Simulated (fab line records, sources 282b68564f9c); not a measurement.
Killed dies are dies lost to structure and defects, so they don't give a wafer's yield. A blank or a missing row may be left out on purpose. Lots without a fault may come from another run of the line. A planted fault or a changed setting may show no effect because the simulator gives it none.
Split-lot experiment | flow rit_cmos | 5 lots, 23 wafers read, on a route of 202 steps

THE SPLIT
At RIT_SILICIDE_SPUTTER_01 (material Ti, target thk 30 nm, time 240 s), the setting time_s was moved away from the recipe's 240 s on 5 of the 23 wafers read, by -9.8% to +5.4%. The other wafers ran this setting at the recipe's value.

FROM THE SPLIT TO THE READING: what the file shows between them, 1 step
- RIT_SILICIDE_RS_MEAS_02: measures by four-point-probe

THE READING
SILICIDE_TI_THK, in nm, at RIT_SILICIDE_THK_MEAS_03 (measures by xrf). Fault-free wafers of this fab line usually give 30.0 nm, standard deviation 0.3 nm.

wafer  | tool, chamber at the split | time_s as run, s | against the recipe | SILICIDE_TI_THK, nm | against lot-mates on the recipe
L074.2 | pvd_sputter-01, -          | 216.5            | -9.8%              | 26.9                | -2.8
L074.3 | pvd_sputter-01, -          | 216.5            | -9.8%              | 26.6                | -3.1
L074.4 | pvd_sputter-01, -          | 240              | recipe             | 29.8                | -
L074.5 | pvd_sputter-01, -          | 216.5            | -9.8%              | 27.0                | -2.7
L074.6 | pvd_sputter-01, -          | 240              | recipe             | 29.6                | -
L075.1 | pvd_sputter-04, -          | 240              | recipe             | 30.1                | -
L075.4 | pvd_sputter-04, -          | 240              | recipe             | 30.2                | -
L075.6 | pvd_sputter-04, -          | 240              | recipe             | 30.1                | -
L076.1 | pvd_sputter-02, -          | 240              | recipe             | 30.4                | -
L076.2 | pvd_sputter-02, -          | 240              | recipe             | 29.8                | -
L076.3 | pvd_sputter-02, -          | 240              | recipe             | 29.9                | -
L076.4 | pvd_sputter-02, -          | 240              | recipe             | 30.1                | -
L076.5 | pvd_sputter-02, -          | 240              | recipe             | 29.6                | -
L081.1 | pvd_sputter-04, -          | 252.9            | +5.4%              | 31.9                | +1.7
L081.3 | pvd_sputter-04, -          | 252.9            | +5.4%              | 31.8                | +1.6
L081.4 | pvd_sputter-04, -          | 240              | recipe             | 30.4                | -
L081.5 | pvd_sputter-04, -          | 240              | recipe             | 30.0                | -
L081.6 | pvd_sputter-04, -          | 240              | recipe             | 30.1                | -
L083.1 | pvd_sputter-04, -          | 240              | recipe             | 29.8                | -
L083.2 | pvd_sputter-04, -          | 240              | recipe             | 29.9                | -
L083.3 | pvd_sputter-04, -          | 240              | recipe             | 29.8                | -
L083.4 | pvd_sputter-04, -          | 240              | recipe             | 30.1                | -
L083.5 | pvd_sputter-04, -          | 240              | recipe             | 30.0                | -

THE FIT
A straight line over all 23 wafers: SILICIDE_TI_THK changes by +0.327 nm for each +1% of time_s; r = +0.99; the points scatter about the line by 0.22 nm.
The same after taking each lot's own level away (the mean of its wafers on the recipe; 23 wafers): +0.297 nm for each +1%; r = +0.99; scatter 0.18 nm.
On that fit, the largest move of time_s shifts the reading by 2.9 nm.
The lots' own levels span 29.70 to 30.17 nm, that is 1.6 times the standard deviation above.
So the lot-to-lot level changes the slope: the two fits differ.
Check: with one of the wafers moved furthest among these (-9.8%) left out of the fit, the line predicts -2.93 nm for it against its lot-mates. It came out at -2.8 nm against them.

OTHER SPLITS ON THESE WAFERS
These wafers also went through other splits before the reading. Each is held against what the fit with the lots' levels taken away leaves over:
other split on the same wafers     | wafers away from the commonest value | r with SILICIDE_TI_THK (lot level and that fit taken away)
RIT_GATE_CLEAN_01 time_s           | 15                                   | +0.02
RIT_GATE_CVD_08 time_s             | 15                                   | +0.03
RIT_GATE_DEVELOP_15 develop_time_s | 7                                    | -0.23
RIT_PLDD_IMPLANT_08 energy_kev     | 8                                    | -0.21
RIT_SDANNEAL_CLEAN_02 time_s       | 15                                   | -0.01

THE WHOLE CHAIN: every reading that the file lists as answering this split, in the file's order
step                     | what it does                              | reading                                                                           | change (the file's fit)               | r (the file's)
RIT_SILICIDE_SPUTTER_01  | material Ti, target thk 30 nm, time 240 s | Ti_of_SILICIDE_SPUTTER_01.thk_nm (the simulator's own value, which no gauge read) | +0.301 nm for each +1% of the setting | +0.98
RIT_SILICIDE_RS_MEAS_02  | measures by four-point-probe              | SILICIDE_TI_RS                                                                    | -0.652 for each +1% of the setting    | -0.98
RIT_SILICIDE_THK_MEAS_03 | measures by xrf                           | SILICIDE_TI_THK                                                                   | +0.299 for each +1% of the setting    | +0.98

THE FILE'S OWN FIT
SILICIDE_TI_THK changes by +0.299 nm for each +1% of time_s, r = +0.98.
